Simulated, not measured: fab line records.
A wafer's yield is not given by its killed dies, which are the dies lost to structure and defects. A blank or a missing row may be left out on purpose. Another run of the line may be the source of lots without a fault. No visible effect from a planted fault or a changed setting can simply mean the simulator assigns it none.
fab line records	flow berkeley_cmos170
[record] lots = 5	wafers = 23
route steps=331 shown NVT@105 PVT@116 GATE@125 FIELD@126 PLDD@148 NLDD@161 NSD@191 CONTACT@217
start_h: hours from the record's first day to the start of the lot's first wafer shown	wait_h: time in hours since the lot's previous step	" repeats the value in the row above	L1.1+2: one row covering several wafers at once	- value missing, or start not given	* or withheld: withheld	< > ~ a bound
route shown NAME@n: a module of which the file shows steps, and the number in the route of the first	usual: mean and standard deviation over wafers with no fault	same: alike in all rows	chamber/n: place in a boat	sites: the reading at each site	_std_site: the values' standard deviation	_edge_site: the outer-site mean with the inner-site mean subtracted	radius_mm: how far each site lies from the wafer's centre	mask NAME#n: copy n	behind: tool/chamber where the wafer was last shaped	hold: reason for holding the lot/hours on hold/outcome of the hold	device: transistor that didn't switch, given as n, p or np	end of line: the tests these same wafers got at the end of their route	a step given without rows: its recipe and nothing more	killed: not the wafer's yield, but the dies lost to structure and defects at the first sort	map: dies across one wafer; x = killed, . = not, _ = none there
set.NAME: setting as actually run; set.NAME@STEP: the setting as run at that earlier step	model.NAME: the simulator's own value behind a step, which no gauge read
lots whose settings were changed on purpose; a table a step, a row a wafer
[[steps]]
[step UCB170_NVT_COAT_01]
[recipe] resist = KrF	spin_rpm = 1500	resist_thk_nm = 900
lot.wafer	tool	chamber	start_h	wait_h	set.resist_thk_nm	model.KrF_of_NVT_COAT_01.thk_nm
L076.1	litho_track-02	0	128.91	0.1	884.2	885.2
L076.2	"	0	"	"	900	900.9
L076.4	"	0	"	"	884.2	885.6
L076.5	"	0	"	"	900	902.9
L076.6	"	0	"	"	900	901
L074.2	litho_track-01	0	129.02	0.1	900	896
L074.3	"	0	"	"	900	896.2
L074.5	"	0	"	"	900	897
L080.1	litho_track-04	0	158.32	0.1	900	900.9
L080.3	"	0	"	"	900	898.5
L080.4	"	0	"	"	900	899.2
L080.5	"	0	"	"	900	898.1
L080.6	"	0	"	"	900	897.4
L081.2	litho_track-01	0	158.35	0.1	900	903
L081.3	"	0	"	"	900	900.4
L081.4	"	0	"	"	861.1	859.9
L081.5	"	0	"	"	861.1	860.4
L081.6	"	0	"	"	900	897.5
L083.1	litho_track-01	0	169.59	0.1	900	900.9
L083.2	"	0	"	"	900	899.6
L083.3	"	0	"	"	900	897.4
L083.5	"	0	"	"	900	898.4
L083.6	"	0	"	"	900	901.1
[step UCB170_NVT_SOFTBAKE_02]
[recipe] resist = KrF	temp_c = 130	time_s = 60
[step UCB170_NVT_EXPOSE_03]
[recipe] mask_id = PWELL	target_cd_nm = 3000	na = 0.5	sigma_outer = 0.6	source_shape = conventional	dose_mj = 30
[step UCB170_NVT_IMPLANT_07]
[recipe] species = BF2	dose_cm2 = 3e+12	energy_kev = 50	tilt_deg = 7
[step UCB170_NVT_STRIP_08]
[recipe] chemistry = O2	power_w = 400	pressure_mtorr = 3500	platen_temp_c = withheld	o2_flow_sccm = 400	overash_fraction = 0.5
[usual] strip_time_to_endpoint_s = 21.62/0.053
lot.wafer	tool	chamber	start_h	wait_h	set.resist_thk_nm@NVT_COAT_01	strip_time_to_endpoint_s
L076.1	plasma_asher-01	1	130.12	0.1	884.2	21.29
L076.2	"	0	"	"	900	21.64
L076.4	"	1	"	"	884.2	21.27
L076.5	"	0	"	"	900	21.71
L076.6	"	1	"	"	900	21.67
L074.2	plasma_asher-01	1	130.58	0.1	900	21.53
L074.3	"	0	"	"	900	21.55
L074.5	"	0	"	"	900	21.57
L081.2	plasma_asher-01	1	159.20	0.1	900	21.69
L081.3	"	0	"	"	900	21.63
L081.4	"	1	"	"	861.1	20.68
L081.5	"	1	"	"	861.1	20.68
L081.6	"	0	"	"	900	21.58
L080.1	plasma_asher-02	0	159.32	0.1	900	21.66
L080.3	"	0	"	"	900	21.60
L080.4	"	1	"	"	900	21.62
L080.5	"	1	"	"	900	21.57
L080.6	"	0	"	"	900	21.56
L083.1	plasma_asher-02	0	170.71	0.1	900	21.64
L083.2	"	1	"	"	900	21.61
L083.3	"	0	"	"	900	21.57
L083.5	"	0	"	"	900	21.60
L083.6	"	1	"	"	900	21.65
[step UCB170_PVT_COAT_01]
[recipe] resist = KrF	spin_rpm = 1500	resist_thk_nm = 900
lot.wafer	tool	chamber	start_h	wait_h	set.spin_rpm	model.KrF_of_PVT_COAT_01.thk_nm
L076.1	litho_track-03	0	131.05	0.1	1601	872.3
L076.2	"	0	"	"	1601	873.4
L076.4	"	0	"	"	1500	903
L076.5	"	0	"	"	1500	900.6
L076.6	"	0	"	"	1500	901.4
L074.2	litho_track-03	0	131.52	0.1	1500	902.2
L074.3	"	0	"	"	1500	901.3
L074.5	"	0	"	"	1500	902.3
L081.2	litho_track-04	0	159.74	0.1	1500	899.3
L081.3	"	0	"	"	1535	887.2
L081.4	"	0	"	"	1535	888.3
L081.5	"	0	"	"	1500	897.3
L081.6	"	0	"	"	1500	897.1
L080.1	litho_track-02	0	160.01	0.1	1500	898.6
L080.3	"	0	"	"	1500	899.3
L080.4	"	0	"	"	1500	897.3
L080.5	"	0	"	"	1500	897.9
L080.6	"	0	"	"	1500	900.1
L083.1	litho_track-02	0	171.40	0.1	1500	901.4
L083.2	"	0	"	"	1500	902.7
L083.3	"	0	"	"	1500	899.9
L083.5	"	0	"	"	1500	902
L083.6	"	0	"	"	1500	899.5
[step UCB170_PVT_IMPLANT_07]
[recipe] species = P	dose_cm2 = 2e+12	energy_kev = 30	tilt_deg = 7
lot.wafer	tool	chamber	start_h	wait_h	set.dose_cm2
L076.1+4+6	implanter-02	0	132.49	0.0	2.099e+12
L076.2+5	"	0	"	"	2e+12
L074.2+3+5	implanter-02	0	133.27	0.0	2e+12
L081.2+3+4	implanter-03	0	160.69	0.0	2e+12
L081.5+6	"	0	"	"	1.855e+12
L080.1+3+6	implanter-02	0	160.80	0.0	2e+12
L080.4+5	"	0	"	"	2.075e+12
L083.1+2+5	implanter-03	0	172.47	0.0	2.082e+12
L083.3+6	"	0	"	"	2e+12
[step UCB170_PVT_STRIP_08]
[recipe] chemistry = O2	power_w = 400	pressure_mtorr = 3500	platen_temp_c = withheld	o2_flow_sccm = 400	overash_fraction = 0.5
[usual] strip_time_to_endpoint_s = 21.63/0.049
lot.wafer	tool	chamber	start_h	wait_h	set.spin_rpm@PVT_COAT_01	strip_time_to_endpoint_s
L076.1	plasma_asher-04	1	132.64	0.1	1601	20.96
L076.2	"	0	"	"	1601	20.99
L076.4	"	1	"	"	1500	21.69
L076.5	"	1	"	"	1500	21.65
L076.6	"	0	"	"	1500	21.67
L074.2	plasma_asher-03	0	133.39	0.1	1500	21.69
L074.3	"	1	"	"	1500	21.67
L074.5	"	0	"	"	1500	21.68
L081.2	plasma_asher-04	0	160.81	0.1	1500	21.61
L081.3	"	1	"	"	1535	21.33
L081.4	"	0	"	"	1535	21.36
L081.5	"	1	"	"	1500	21.57
L081.6	"	0	"	"	1500	21.57
L080.1	plasma_asher-02	0	160.95	0.1	1500	21.60
L080.3	"	1	"	"	1500	21.61
L080.4	"	0	"	"	1500	21.57
L080.5	"	0	"	"	1500	21.56
L080.6	"	1	"	"	1500	21.64
L083.1	plasma_asher-04	0	172.62	0.1	1500	21.66
L083.2	"	1	"	"	1500	21.70
L083.3	"	0	"	"	1500	21.63
L083.5	"	0	"	"	1500	21.67
L083.6	"	1	"	"	1500	21.61
[step UCB170_PVT_TW_MEAS_09]
[usual] PVT_TW = 509/3.8
lot.wafer	tool	chamber	start_h	wait_h	set.dose_cm2@PVT_IMPLANT_07	PVT_TW
L076.1	film_metro-04	-	132.74	0.1	2.099e+12	509
L076.2	"	-	"	"	2e+12	502
L076.4	"	-	"	"	2.099e+12	515
L076.5	"	-	"	"	2e+12	504
L076.6	"	-	"	"	2.099e+12	511
L074.2	film_metro-04	-	133.50	0.1	2e+12	501
L074.3	"	-	"	"	2e+12	504
L074.5	"	-	"	"	2e+12	503
L081.2	film_metro-03	-	160.92	0.1	2e+12	514
L081.3	"	-	"	"	2e+12	514
L081.4	"	-	"	"	2e+12	512
L081.5	"	-	"	"	1.855e+12	502
L081.6	"	-	"	"	1.855e+12	500
L080.1	film_metro-04	-	161.05	0.1	2e+12	505
L080.3	"	-	"	"	2e+12	505
L080.4	"	-	"	"	2.075e+12	511
L080.5	"	-	"	"	2.075e+12	513
L080.6	"	-	"	"	2e+12	504
L083.1	film_metro-03	-	172.72	0.1	2.082e+12	519
L083.2	"	-	"	"	2.082e+12	518
L083.3	"	-	"	"	2e+12	514
L083.5	"	-	"	"	2.082e+12	520
L083.6	"	-	"	"	2e+12	511
[step UCB170_GATE_WET_ETCH_00]
[recipe] chemistry = dHF	dilution = 25:1	target = SiO2	temp_c = 25	time_s = 200
[step UCB170_FIELD_THK_MEAS_91]
[recipe] reads = SiO2_of_FIELD_OXIDATION_01
[usual] FIELD_OXIDE_LEFT_2_THK = 343/7.2
lot.wafer	tool	chamber	start_h	wait_h	set.ox_time_s@FIELD_OXIDATION_01	FIELD_OXIDE_LEFT_2_THK[nm]
L076.1	film_metro-03	-	132.87	0.0	8047	383
L076.2	"	-	"	"	8047	384
L076.4	"	-	"	"	8047	376
L076.5	"	-	"	"	8047	388
L076.6	"	-	"	"	8047	389
L074.2	film_metro-02	-	133.70	0.0	7200	343
L074.3	"	-	"	"	7200	339
L074.5	"	-	"	"	7200	344
L081.2	film_metro-02	-	161.04	0.0	6820	327
L081.3	"	-	"	"	6820	332
L081.4	"	-	"	"	6820	327
L081.5	"	-	"	"	6820	314
L081.6	"	-	"	"	6820	323
L080.1	film_metro-03	-	161.18	0.0	7200	329
L080.3	"	-	"	"	7200	338
L080.4	"	-	"	"	7200	337
L080.5	"	-	"	"	7200	340
L080.6	"	-	"	"	7200	350
L083.1	film_metro-02	-	172.85	0.0	6497	297
L083.2	"	-	"	"	6497	308
L083.3	"	-	"	"	6497	307
L083.5	"	-	"	"	6497	302
L083.6	"	-	"	"	6497	293
[step UCB170_GATE_CVD_04]
[recipe] material = poly-Si	temp_c = 610	precursor = SiH4	time_s = 1440	pressure_mtorr = 375	target_thk_nm = 214	sih4_flow_sccm = 120
lot.wafer	tool	chamber	start_h	wait_h	set.time_s	model.poly-Si_of_GATE_CVD_04.thk_nm
L074.2	lpcvd-02	1	145.50	0.0	1440	214.1
L074.3	"	1	"	"	1440	214
L074.5	"	1	"	"	1440	215
L076.1	-	-	-	0.0	1605	242.4
L076.2	"	-	"	"	1605	242.1
L076.4	"	-	"	"	1605	244.7
L076.5	"	-	"	"	1605	241.5
L076.6	"	-	"	"	1605	240.3
L080.1	-	-	-	0.0	1550	230.7
L080.3	"	-	"	"	1550	231.9
L080.4	"	-	"	"	1550	230.1
L080.5	"	-	"	"	1550	229
L080.6	"	-	"	"	1550	231
L081.2	-	-	-	0.0	1582	234.9
L081.3	"	-	"	"	1582	235.5
L081.4	"	-	"	"	1582	233.8
L081.5	"	-	"	"	1582	237.1
L081.6	"	-	"	"	1582	235.4
L083.1+2	-	-	-	0.4	1495	224.7
L083.3	"	-	"	"	1495	226
L083.5	"	-	"	"	1495	226.4
L083.6	"	-	"	"	1495	225.3
[step UCB170_GATE_THK_MEAS_05]
[recipe] reads = poly-Si_of_GATE_CVD_04
[usual] GATE_POLY_THK = 214.7/1.7
lot.wafer	tool	chamber	start_h	wait_h	set.time_s@GATE_CVD_04	GATE_POLY_THK[nm]
L074.2	film_metro-01	-	146.95	0.0	1440	214.3
L074.3	"	-	"	"	1440	213.9
L074.5	"	-	"	"	1440	215.1
L076.1	film_metro-02	-	-	-	1605	242.3
L076.2	"	-	"	"	1605	242.2
L076.4	"	-	"	"	1605	244.5
L076.5	"	-	"	"	1605	241.5
L076.6	"	-	"	"	1605	240.2
L080.1	film_metro-01	-	-	-	1550	230.7
L080.3	"	-	"	"	1550	231.9
L080.4	"	-	"	"	1550	230.2
L080.5	"	-	"	"	1550	229.1
L080.6	"	-	"	"	1550	230.8
L081.2	film_metro-02	-	-	-	1582	235.1
L081.3	"	-	"	"	1582	235.3
L081.4	"	-	"	"	1582	233.7
L081.5	"	-	"	"	1582	237.0
L081.6	"	-	"	"	1582	235.3
L083.1	film_metro-01	-	-	-	1495	224.7
L083.2	"	-	"	"	1495	224.5
L083.3	"	-	"	"	1495	225.9
L083.5	"	-	"	"	1495	226.3
L083.6	"	-	"	"	1495	225.4
[step UCB170_GATE_COAT_06]
[recipe] resist = BARC	temp_c = withheld	time_s = withheld	spin_rpm = 3000	resist_thk_nm = withheld
[step UCB170_GATE_COAT_07]
[recipe] resist = KrF	spin_rpm = 1500	resist_thk_nm = 900
[step UCB170_GATE_ETCH_14]
[recipe] chemistry = N2/H2	target_depth_a = withheld	overetch_a = withheld	target = BARC	time_s = withheld	source_w = 500	bias_w = 100	pressure_mtorr = 30	n2_flow_sccm = 100	h2_flow_sccm = 200
[step UCB170_GATE_ETCH_15]
[recipe] chemistry = HBr/Cl2	target = poly-Si	stop_on = SiO2	over_etch_frac = 0.3	icp_w = 300	bias_w = 150	time_s = 56.3	pressure_mtorr = 15	HBr_flow_sccm = 150	Cl2_flow_sccm = 50	target_depth_a = 2782
lot.wafer	tool	chamber	start_h	wait_h	set.time_s@GATE_CVD_04	model.GATE.feature_depth_nm	model.etch.depth_nm
L074.2	rie_si-01	0	149.60	-	1440	214.1	214.1
L074.3	"	1	"	"	1440	214	214
L074.5	"	2	"	"	1440	215	215
L076.1	rie_si-02	3	149.60	-	1605	242.4	242.4
L076.2	"	2	"	"	1605	242.1	-
L076.4	"	1	"	"	1605	244.7	-
L076.5	"	0	"	"	1605	241.5	241.5
L076.6	"	3	"	"	1605	240.3	240.3
L080.1	rie_si-01	3	175.42	-	1550	230.7	230.7
L080.3	"	1	"	"	1550	231.9	231.9
L080.4	"	2	"	"	1550	230.1	230.1
L080.5	"	1	"	"	1550	229	229
L080.6	"	0	"	"	1550	231	231
L081.2	rie_si-02	1	175.54	-	1582	234.9	-
L081.3	"	3	"	"	1582	235.5	235.5
L081.4	"	0	"	"	1582	233.8	-
L081.5	"	1	"	"	1582	237.1	237.1
L081.6	"	2	"	"	1582	235.4	-
L083.1+2	rie_si-01	1,3	186.12	-	1495	224.7	224.7
L083.3	"	2	"	"	1495	226	226
L083.5	"	2	"	"	1495	226.4	226.4
L083.6	"	1	"	"	1495	225.3	225.3
[step UCB170_PLDD_EXPOSE_03]
[recipe] mask_id = PSELECT	na = 0.5	sigma_outer = 0.6	source_shape = conventional	target_cd_nm = 1200	dose_mj = 30
lot.wafer	tool	chamber	start_h	wait_h	mask	set.dose_mj
L074.2+3+5	krf_scanner-01	0	151.27	0.3	PSELECT#0	30
L076.1+2+4+5+6	krf_scanner-02	0	151.58	0.4	PSELECT#0	30
L080.1+3+4+5+6	krf_scanner-01	0	180.11	0.1	PSELECT#0	30
L081.2+4	krf_scanner-01	0	180.66	0.2	PSELECT#0	30
L081.3+5+6	"	0	"	"	PSELECT#0	28.09
L083.1+3+5	krf_scanner-02	0	187.35	0.2	PSELECT#0	30
L083.2+6	"	0	"	"	PSELECT#0	28.38
[step UCB170_NLDD_EXPOSE_03]
[recipe] mask_id = NSELECT	na = 0.5	sigma_outer = 0.6	source_shape = conventional	target_cd_nm = 1200	dose_mj = 30
lot.wafer	tool	chamber	start_h	wait_h	mask	set.dose_mj
L076.1+5	krf_scanner-01	0	154.37	0.4	NSELECT#0	28.68
L076.2+4+6	"	0	"	"	NSELECT#0	30
L074.2+3+5	krf_scanner-02	0	154.63	0.3	NSELECT#0	30
L080.1+3+4+5+6	krf_scanner-01	0	182.87	0.2	NSELECT#0	30
L081.2+3	krf_scanner-01	0	183.47	0.4	NSELECT#0	30.96
L081.4+5+6	"	0	"	"	NSELECT#0	30
L083.1+6	krf_scanner-02	0	189.67	0.2	NSELECT#0	30
L083.2+3+5	"	0	"	"	NSELECT#0	28.14
[step UCB170_NLDD_PEB_04]
[recipe] peb_temp_c = 130	peb_time_s = withheld	resist = KrF
[step UCB170_NLDD_DEVELOP_05]
[recipe] developer = TMAH	develop_time_s = 45	resist = KrF	dev_temp_c = 21
[step UCB170_NLDD_CD_MEAS_06]
[recipe] target_cd_nm = 1200
[usual] cd_nm = 1199.9/1.1
lot.wafer	tool	chamber	start_h	wait_h	set.dose_mj@NLDD_EXPOSE_03	cd_nm
L076.1	cd_sem-02	-	155.01	-	28.68	1190.5
L076.2	"	-	"	"	30	1198.5
L076.4	"	-	"	"	30	1198.5
L076.5	"	-	"	"	28.68	1190.8
L076.6	"	-	"	"	30	1198.0
L074.2	cd_sem-02	-	155.21	-	30	1198.6
L074.3	"	-	"	"	30	1199.6
L074.5	"	-	"	"	30	1197.8
L080.1	cd_sem-01	-	183.40	-	30	1199.1
L080.3	"	-	"	"	30	1198.9
L080.4	"	-	"	"	30	1199.7
L080.5	"	-	"	"	30	1198.8
L080.6	"	-	"	"	30	1200.3
L081.2	cd_sem-02	-	183.86	-	30.96	1205.3
L081.3	"	-	"	"	30.96	1204.8
L081.4	"	-	"	"	30	1199.1
L081.5	"	-	"	"	30	1199.6
L081.6	"	-	"	"	30	1200.5
L083.1	cd_sem-02	-	190.06	-	30	1200.5
L083.2	"	-	"	"	28.14	1190.1
L083.3	"	-	"	"	28.14	1188.5
L083.5	"	-	"	"	28.14	1189.9
L083.6	"	-	"	"	30	1200.9
[step UCB170_NSD_PEB_04]
[recipe] peb_temp_c = 130	peb_time_s = withheld	resist = KrF
lot.wafer	tool	chamber	start_h	wait_h	set.peb_temp_c
L076.1+4+6	litho_track-01	0	163.89	0.4	133.4
L076.2+5	"	0	"	"	130
L074.2+3+5	litho_track-01	0	164.92	0.2	130
L081.2+3+4	litho_track-02	0	195.19	0.2	130
L081.5+6	"	0	"	"	128.2
L080.1+3+4+5+6	litho_track-03	0	195.39	0.2	130
L083.1+3	litho_track-02	0	203.55	0.2	130
L083.2+5+6	"	0	"	"	133.8
[step UCB170_NSD_DEVELOP_05]
[recipe] developer = TMAH	develop_time_s = 45	resist = KrF	dev_temp_c = 21
[step UCB170_NSD_CD_MEAS_06]
[recipe] target_cd_nm = 1200
[usual] cd_nm = 1200.3/1.2
lot.wafer	tool	chamber	start_h	wait_h	set.peb_temp_c@NSD_PEB_04	cd_nm
L076.1	cd_sem-02	-	164.17	-	133.4	1219.3
L076.2	"	-	"	"	130	1199.7
L076.4	"	-	"	"	133.4	1220.8
L076.5	"	-	"	"	130	1199.2
L076.6	"	-	"	"	133.4	1219.3
L074.2	cd_sem-02	-	165.19	-	130	1201.8
L074.3	"	-	"	"	130	1201.4
L074.5	"	-	"	"	130	1200.1
L081.2	cd_sem-01	-	195.53	-	130	1201.6
L081.3	"	-	"	"	130	1202.5
L081.4	"	-	"	"	130	1202.0
L081.5	"	-	"	"	128.2	1189.4
L081.6	"	-	"	"	128.2	1189.4
L080.1	cd_sem-01	-	195.75	-	130	1200.0
L080.3	"	-	"	"	130	1200.8
L080.4	"	-	"	"	130	1200.6
L080.5	"	-	"	"	130	1200.4
L080.6	"	-	"	"	130	1200.4
L083.1	cd_sem-01	-	203.82	-	130	1200.9
L083.2	"	-	"	"	133.8	1221.8
L083.3	"	-	"	"	130	1200.0
L083.5	"	-	"	"	133.8	1220.7
L083.6	"	-	"	"	133.8	1222.3
[step UCB170_CONTACT_CVD_01]
[recipe] material = PSG	target_thk_nm = 700	temp_c = 450	precursor = SiH4/O2/PH3	time_s = 2820	pressure_mtorr = 300	sih4_flow_sccm = 60	o2_flow_sccm = 90	ph3_flow_sccm = 25
lot.wafer	tool	chamber	start_h	wait_h	set.time_s	model.PSG_of_CONTACT_CVD_01.thk_nm
L076.1	-	-	-	0.0	2820	708.3
L076.2	"	-	"	"	2820	701
L076.4	"	-	"	"	2820	705.3
L076.5	"	-	"	"	2820	708.7
L076.6	"	-	"	"	2820	704.4
L074.2	lpcvd-01	1	170.05	1.7	2820	703.3
L074.3	"	1	"	"	2820	701.9
L074.5	"	1	"	"	2820	702.7
L081.2	-	-	-	0.0	2964	733.7
L081.3	"	-	"	"	2964	734.1
L081.4	"	-	"	"	2964	737.4
L081.5	"	-	"	"	2964	738.3
L081.6	"	-	"	"	2964	736.2
L080.1	-	-	-	1.0	3049	765.6
L080.3+5	"	-	"	"	3049	765.4
L080.4	"	-	"	"	3049	762.7
L080.6	"	-	"	"	3049	763.2
L083.1	-	-	-	1.0	3026	744.8
L083.2	"	-	"	"	3026	745.1
L083.3	"	-	"	"	3026	742.5
L083.5	"	-	"	"	3026	742.2
L083.6	"	-	"	"	3026	740.2
[step UCB170_CONTACT_THK_MEAS_02]
[recipe] reads = PSG_of_CONTACT_CVD_01
[usual] CONTACT_PSG_THK = 703/6.2
lot.wafer	tool	chamber	start_h	wait_h	set.time_s@CONTACT_CVD_01	CONTACT_PSG_THK[nm]
L076.1	film_metro-02	-	-	-	2820	708
L076.2	"	-	"	"	2820	701
L076.4	"	-	"	"	2820	706
L076.5	"	-	"	"	2820	708
L076.6	"	-	"	"	2820	704
L074.2	film_metro-01	-	171.90	0.1	2820	704
L074.3	"	-	"	"	2820	702
L074.5	"	-	"	"	2820	703
L081.2	film_metro-02	-	-	-	2964	734
L081.3	"	-	"	"	2964	734
L081.4	"	-	"	"	2964	737
L081.5	"	-	"	"	2964	738
L081.6	"	-	"	"	2964	736
L080.1	film_metro-02	-	-	-	3049	766
L080.3	"	-	"	"	3049	766
L080.4	"	-	"	"	3049	762
L080.5	"	-	"	"	3049	766
L080.6	"	-	"	"	3049	763
L083.1	film_metro-01	-	-	-	3026	745
L083.2	"	-	"	"	3026	745
L083.3	"	-	"	"	3026	742
L083.5	"	-	"	"	3026	742
L083.6	"	-	"	"	3026	740
[[key]]
[split] step = UCB170_NVT_COAT_01	setting = resist_thk_nm	stated = 900	by = wafer
[response] step = UCB170_NVT_COAT_01	reading = model.KrF_of_NVT_COAT_01.thk_nm	change = +9.27	per = 1%	r = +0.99
[response] step = UCB170_NVT_STRIP_08	reading = strip_time_to_endpoint_s	change = *	per = 1%	r = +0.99
[split] step = UCB170_PVT_COAT_01	setting = spin_rpm	stated = 1500	by = wafer
[response] step = UCB170_PVT_COAT_01	reading = model.KrF_of_PVT_COAT_01.thk_nm	change = -4.29	per = 1%	r = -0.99
[response] step = UCB170_PVT_STRIP_08	reading = strip_time_to_endpoint_s	change = *	per = 1%	r = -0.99
[split] step = UCB170_PVT_IMPLANT_07	setting = dose_cm2	stated = 2e+12	by = wafer
[response] step = UCB170_PVT_TW_MEAS_09	reading = PVT_TW	change = +1.71	per = 1%	r = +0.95
[split] step = UCB170_GATE_CVD_04	setting = time_s	stated = 1440	by = lot
[response] step = UCB170_GATE_CVD_04	reading = model.poly-Si_of_GATE_CVD_04.thk_nm	change = +2.2	per = 1%	r = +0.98
[response] step = UCB170_GATE_THK_MEAS_05	reading = GATE_POLY_THK	change = +2.2	per = 1%	r = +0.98
[response] step = UCB170_GATE_ETCH_15	reading = model.GATE.feature_depth_nm	change = +2.2	per = 1%	r = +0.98
[response] step = UCB170_GATE_ETCH_15	reading = model.etch.depth_nm	change = +2.18	per = 1%	r = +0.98
[split] step = UCB170_PLDD_EXPOSE_03	setting = dose_mj	stated = 30	by = wafer
response none in this file
[split] step = UCB170_NLDD_EXPOSE_03	setting = dose_mj	stated = 30	by = wafer
[response] step = UCB170_NLDD_CD_MEAS_06	reading = cd_nm	change = +1.77	per = 1%	r = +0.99
[split] step = UCB170_NSD_PEB_04	setting = peb_temp_c	stated = 130	by = wafer
[response] step = UCB170_NSD_CD_MEAS_06	reading = cd_nm	change = +7.66	per = 1%	r = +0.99
[split] step = UCB170_CONTACT_CVD_01	setting = time_s	stated = 2820	by = lot
[response] step = UCB170_CONTACT_CVD_01	reading = model.PSG_of_CONTACT_CVD_01.thk_nm	change = +6.5	per = 1%	r = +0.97
[response] step = UCB170_CONTACT_THK_MEAS_02	reading = CONTACT_PSG_THK	change = +6.48	per = 1%	r = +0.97
split outside_this_file step=UCB170_FIELD_OXIDATION_01 setting=ox_time_s
// split outside_this_file: this setting was split too, and the file shows its column; the key of that split is in another file
